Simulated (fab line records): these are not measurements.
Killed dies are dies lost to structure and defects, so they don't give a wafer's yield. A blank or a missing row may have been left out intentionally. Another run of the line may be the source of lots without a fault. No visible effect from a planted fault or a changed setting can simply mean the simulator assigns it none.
fab line records / flow rit_cmos
record lots=14 wafers=42 last_day=7
route steps=202 shown NSD@139
lots untouched by any fault: they come from a run of this same line in which no faults occurred
start_h: start of the lot's first displayed wafer, in hours after the record's first day / wait_h: how many hours have passed since the lot's step before this one / " as in the row above / L1.1+2: one row covering several wafers at once / - value missing, or start not given / * or withheld: withheld / < > ~ a bound
route shown NAME@n: names a module that has steps shown in the file, with the first one's number in the route / usual: the fault-free wafers' mean and standard deviation / same: alike in all rows / chamber/n: place in a boat / sites: per-site readings / _std_site: standard deviation across them / _edge_site: the outer-site mean with the inner-site mean subtracted / radius_mm: for every site, how far away it sits from the centre of the wafer / mask NAME#n: copy n / behind: the tool/chamber that last shaped the wafer / hold: cause of the lot's hold/its duration in hours/its outcome / device: which transistor (n, p or np) failed to switch / end of line: the route-end tests of the same wafers / a step with no rows: only its recipe / killed: dies that structure and defects cost at the first sort, which is not the same as the wafer's yield / map: the dies of a wafer, with x for killed, . for not killed, _ for no die there
set.NAME: the setting that was run; set.NAME@STEP: the one run at that earlier step / model.NAME: the simulator's own value behind a step, which no gauge read
a sample of lots followed through the steps of the route, with each step as a table and each wafer as a row
services: from which hour (start_h, from the record's first day; less than 0 if before it) a tool's chamber was out of use, for how many hours, and why
## steps
# step RIT_NSD_IMPLANT_08
# recipe species=P energy_kev=25 dose_cm2=1e+15 tilt_deg=7
# usual dose_ions_cm2=9.999e+14/1.1e+12
lot.wafer=L108.2 tool=implanter-04 chamber=0 start_h=65.45 wait_h=0.1 dose_ions_cm2=1.0026e+15
lot.wafer=L108.5 tool=implanter-04 chamber=0 start_h=65.45 wait_h=0.1 dose_ions_cm2=9.98e+14
lot.wafer=L108.6 tool=implanter-04 chamber=0 start_h=65.45 wait_h=0.1 dose_ions_cm2=1.0011e+15
lot.wafer=L109.2 tool=implanter-03 chamber=0 start_h=72.51 wait_h=0.1 dose_ions_cm2=1.0009e+15
lot.wafer=L109.3 tool=implanter-03 chamber=0 start_h=72.51 wait_h=0.1 dose_ions_cm2=9.998e+14
lot.wafer=L109.6 tool=implanter-03 chamber=0 start_h=72.51 wait_h=0.1 dose_ions_cm2=1.0016e+15
lot.wafer=L111.3 tool=implanter-03 chamber=0 start_h=90.44 wait_h=0.1 dose_ions_cm2=1.0006e+15
lot.wafer=L111.4 tool=implanter-03 chamber=0 start_h=90.44 wait_h=0.1 dose_ions_cm2=1.0007e+15
lot.wafer=L111.6 tool=implanter-03 chamber=0 start_h=90.44 wait_h=0.1 dose_ions_cm2=1.0019e+15
lot.wafer=L114.2 tool=implanter-03 chamber=0 start_h=97.48 wait_h=0.1 dose_ions_cm2=1.0005e+15
lot.wafer=L114.4 tool=implanter-03 chamber=0 start_h=97.48 wait_h=0.1 dose_ions_cm2=1.0003e+15
lot.wafer=L114.6 tool=implanter-03 chamber=0 start_h=97.48 wait_h=0.1 dose_ions_cm2=1.0004e+15
lot.wafer=L115.2 tool=implanter-04 chamber=0 start_h=110.80 wait_h=0.1 dose_ions_cm2=1.0007e+15
lot.wafer=L115.3 tool=implanter-04 chamber=0 start_h=110.80 wait_h=0.1 dose_ions_cm2=9.99e+14
lot.wafer=L115.6 tool=implanter-04 chamber=0 start_h=110.80 wait_h=0.1 dose_ions_cm2=1.0002e+15
lot.wafer=L117.1 tool=implanter-03 chamber=0 start_h=111.69 wait_h=0.1 dose_ions_cm2=9.998e+14
lot.wafer=L117.2 tool=implanter-03 chamber=0 start_h=111.69 wait_h=0.1 dose_ions_cm2=1.0016e+15
lot.wafer=L117.5 tool=implanter-03 chamber=0 start_h=111.69 wait_h=0.1 dose_ions_cm2=9.999e+14
lot.wafer=L118.1 tool=implanter-04 chamber=0 start_h=125.69 wait_h=0.1 dose_ions_cm2=1.0003e+15
lot.wafer=L118.2 tool=implanter-04 chamber=0 start_h=125.69 wait_h=0.1 dose_ions_cm2=9.983e+14
lot.wafer=L118.6 tool=implanter-04 chamber=0 start_h=125.69 wait_h=0.1 dose_ions_cm2=1.0009e+15
lot.wafer=L119.1 tool=implanter-01 chamber=0 start_h=126.69 wait_h=0.1 dose_ions_cm2=1e+15
lot.wafer=L119.5 tool=implanter-01 chamber=0 start_h=126.69 wait_h=0.1 dose_ions_cm2=9.984e+14
lot.wafer=L119.6 tool=implanter-01 chamber=0 start_h=126.69 wait_h=0.1 dose_ions_cm2=1.0003e+15
lot.wafer=L122.3 tool=implanter-03 chamber=0 start_h=135.23 wait_h=0.1 dose_ions_cm2=1.0004e+15
lot.wafer=L122.4 tool=implanter-03 chamber=0 start_h=135.23 wait_h=0.1 dose_ions_cm2=9.983e+14
lot.wafer=L122.5 tool=implanter-03 chamber=0 start_h=135.23 wait_h=0.1 dose_ions_cm2=9.996e+14
lot.wafer=L123.3 tool=implanter-03 chamber=0 start_h=140.61 wait_h=0.1 dose_ions_cm2=9.553e+14
lot.wafer=L123.4 tool=implanter-03 chamber=0 start_h=140.61 wait_h=0.1 dose_ions_cm2=9.548e+14
lot.wafer=L123.5 tool=implanter-03 chamber=0 start_h=140.61 wait_h=0.1 dose_ions_cm2=9.547e+14
lot.wafer=L124.2 tool=implanter-03 chamber=0 start_h=144.85 wait_h=0.1 dose_ions_cm2=9.529e+14
lot.wafer=L124.3 tool=implanter-03 chamber=0 start_h=144.85 wait_h=0.1 dose_ions_cm2=9.536e+14
lot.wafer=L124.6 tool=implanter-03 chamber=0 start_h=144.85 wait_h=0.1 dose_ions_cm2=9.536e+14
lot.wafer=L125.1 tool=implanter-04 chamber=0 start_h=144.98 wait_h=0.1 dose_ions_cm2=1e+15
lot.wafer=L125.4 tool=implanter-04 chamber=0 start_h=144.98 wait_h=0.1 dose_ions_cm2=9.969e+14
lot.wafer=L125.6 tool=implanter-04 chamber=0 start_h=144.98 wait_h=0.1 dose_ions_cm2=1.0003e+15
lot.wafer=L127.3 tool=implanter-01 chamber=0 start_h=153.22 wait_h=0.1 dose_ions_cm2=9.994e+14
lot.wafer=L127.4 tool=implanter-01 chamber=0 start_h=153.22 wait_h=0.1 dose_ions_cm2=1.0009e+15
lot.wafer=L127.5 tool=implanter-01 chamber=0 start_h=153.22 wait_h=0.1 dose_ions_cm2=1.0012e+15
lot.wafer=L128.4 tool=implanter-01 chamber=0 start_h=157.56 wait_h=0.1 dose_ions_cm2=1.0019e+15
lot.wafer=L128.5 tool=implanter-01 chamber=0 start_h=157.56 wait_h=0.1 dose_ions_cm2=9.996e+14
lot.wafer=L128.6 tool=implanter-01 chamber=0 start_h=157.56 wait_h=0.1 dose_ions_cm2=9.998e+14
# step RIT_SDANNEAL_RS_MEAS_05
# recipe thk_meas_gauge=four-point-probe
# usual NSD_RS=84.54/0.26
lot.wafer=L108.2 tool=film_metro-01 chamber=- start_h=68.20 wait_h=0.1 NSD_RS[ohm/sq]=84.42
lot.wafer=L108.5 tool=film_metro-01 chamber=- start_h=68.20 wait_h=0.1 NSD_RS[ohm/sq]=84.57
lot.wafer=L108.6 tool=film_metro-01 chamber=- start_h=68.20 wait_h=0.1 NSD_RS[ohm/sq]=84.55
lot.wafer=L109.2 tool=film_metro-01 chamber=- start_h=74.85 wait_h=0.1 NSD_RS[ohm/sq]=84.32
lot.wafer=L109.3 tool=film_metro-01 chamber=- start_h=74.85 wait_h=0.1 NSD_RS[ohm/sq]=84.43
lot.wafer=L109.6 tool=film_metro-01 chamber=- start_h=74.85 wait_h=0.1 NSD_RS[ohm/sq]=84.47
lot.wafer=L111.3 tool=film_metro-03 chamber=- start_h=92.98 wait_h=0.1 NSD_RS[ohm/sq]=84.68
lot.wafer=L111.4 tool=film_metro-03 chamber=- start_h=92.98 wait_h=0.1 NSD_RS[ohm/sq]=84.52
lot.wafer=L111.6 tool=film_metro-03 chamber=- start_h=92.98 wait_h=0.1 NSD_RS[ohm/sq]=84.50
lot.wafer=L114.2 tool=film_metro-01 chamber=- start_h=101.12 wait_h=0.1 NSD_RS[ohm/sq]=84.52
lot.wafer=L114.4 tool=film_metro-01 chamber=- start_h=101.12 wait_h=0.1 NSD_RS[ohm/sq]=84.36
lot.wafer=L114.6 tool=film_metro-01 chamber=- start_h=101.12 wait_h=0.1 NSD_RS[ohm/sq]=84.45
lot.wafer=L115.2 tool=film_metro-03 chamber=- start_h=113.87 wait_h=0.1 NSD_RS[ohm/sq]=84.84
lot.wafer=L115.3 tool=film_metro-03 chamber=- start_h=113.87 wait_h=0.1 NSD_RS[ohm/sq]=84.60
lot.wafer=L115.6 tool=film_metro-03 chamber=- start_h=113.87 wait_h=0.1 NSD_RS[ohm/sq]=84.58
lot.wafer=L117.1 tool=film_metro-03 chamber=- start_h=114.45 wait_h=0.1 NSD_RS[ohm/sq]=84.64
lot.wafer=L117.2 tool=film_metro-03 chamber=- start_h=114.45 wait_h=0.1 NSD_RS[ohm/sq]=84.46
lot.wafer=L117.5 tool=film_metro-03 chamber=- start_h=114.45 wait_h=0.1 NSD_RS[ohm/sq]=84.77
lot.wafer=L118.1 tool=film_metro-03 chamber=- start_h=128.23 wait_h=0.1 NSD_RS[ohm/sq]=84.61
lot.wafer=L118.2 tool=film_metro-03 chamber=- start_h=128.23 wait_h=0.1 NSD_RS[ohm/sq]=84.27
lot.wafer=L118.6 tool=film_metro-03 chamber=- start_h=128.23 wait_h=0.1 NSD_RS[ohm/sq]=84.64
lot.wafer=L119.1 tool=film_metro-02 chamber=- start_h=129.24 wait_h=0.1 NSD_RS[ohm/sq]=84.08
lot.wafer=L119.5 tool=film_metro-02 chamber=- start_h=129.24 wait_h=0.1 NSD_RS[ohm/sq]=84.62
lot.wafer=L119.6 tool=film_metro-02 chamber=- start_h=129.24 wait_h=0.1 NSD_RS[ohm/sq]=84.39
lot.wafer=L122.3 tool=film_metro-01 chamber=- start_h=137.76 wait_h=0.1 NSD_RS[ohm/sq]=84.51
lot.wafer=L122.4 tool=film_metro-01 chamber=- start_h=137.76 wait_h=0.1 NSD_RS[ohm/sq]=84.40
lot.wafer=L122.5 tool=film_metro-01 chamber=- start_h=137.76 wait_h=0.1 NSD_RS[ohm/sq]=84.19
lot.wafer=L123.3 tool=film_metro-03 chamber=- start_h=142.99 wait_h=0.1 NSD_RS[ohm/sq]=87.80
lot.wafer=L123.4 tool=film_metro-03 chamber=- start_h=142.99 wait_h=0.1 NSD_RS[ohm/sq]=87.49
lot.wafer=L123.5 tool=film_metro-03 chamber=- start_h=142.99 wait_h=0.1 NSD_RS[ohm/sq]=87.53
lot.wafer=L124.2 tool=film_metro-02 chamber=- start_h=147.37 wait_h=0.1 NSD_RS[ohm/sq]=88.03
lot.wafer=L124.3 tool=film_metro-02 chamber=- start_h=147.37 wait_h=0.1 NSD_RS[ohm/sq]=88.20
lot.wafer=L124.6 tool=film_metro-02 chamber=- start_h=147.37 wait_h=0.1 NSD_RS[ohm/sq]=88.35
lot.wafer=L125.1 tool=film_metro-01 chamber=- start_h=147.85 wait_h=0.1 NSD_RS[ohm/sq]=84.00
lot.wafer=L125.4 tool=film_metro-01 chamber=- start_h=147.85 wait_h=0.1 NSD_RS[ohm/sq]=83.87
lot.wafer=L125.6 tool=film_metro-01 chamber=- start_h=147.85 wait_h=0.1 NSD_RS[ohm/sq]=84.21
lot.wafer=L127.3 tool=film_metro-02 chamber=- start_h=155.74 wait_h=0.1 NSD_RS[ohm/sq]=84.48
lot.wafer=L127.4 tool=film_metro-02 chamber=- start_h=155.74 wait_h=0.1 NSD_RS[ohm/sq]=84.43
lot.wafer=L127.5 tool=film_metro-02 chamber=- start_h=155.74 wait_h=0.1 NSD_RS[ohm/sq]=84.33
lot.wafer=L128.4 tool=film_metro-03 chamber=- start_h=160.20 wait_h=0.1 NSD_RS[ohm/sq]=84.46
lot.wafer=L128.5 tool=film_metro-03 chamber=- start_h=160.20 wait_h=0.1 NSD_RS[ohm/sq]=84.45
lot.wafer=L128.6 tool=film_metro-03 chamber=- start_h=160.20 wait_h=0.1 NSD_RS[ohm/sq]=84.10
## services
tool=implanter-04 chamber=- start_h=46.20 hours=6.6 kind=repair
tool=implanter-01 chamber=- start_h=78.30 hours=2.3 kind=repair
tool=implanter-04 chamber=- start_h=79.93 hours=0.6 kind=repair
tool=implanter-01 chamber=- start_h=80.56 hours=20.9 kind=pm
## key
first_sign step=RIT_NSD_IMPLANT_08 reading=dose_ions_cm2 direction=down sigmas=41 usual=9.999e+14 struck=9.542e+14
effect step=RIT_SDANNEAL_RS_MEAS_05 reading=NSD_RS direction=up sigmas=13 usual=84.54 struck=87.90
met_at RIT_NSD_IMPLANT_08
struck_lots L123,L124
tester_left_out L123,L124
onset_between 135.23 140.61
fault kind=process_parameter_drift tool=implanter-03 chamber=- onset_h=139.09 steps=RIT_NSD_IMPLANT_08 channel=dose_cm2 offset=-4.6094e+13 shape=step end_h=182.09 acts_in=these_recipes_only stated=1e+15
# tester_left_out: of these lots the tester's yield and bins aren't shown, on N5 and GAA mostly nor the transistor test; their killed dies are dies lost to structure and defects alone, not to doping, threshold or leakage, so they don't give the yield
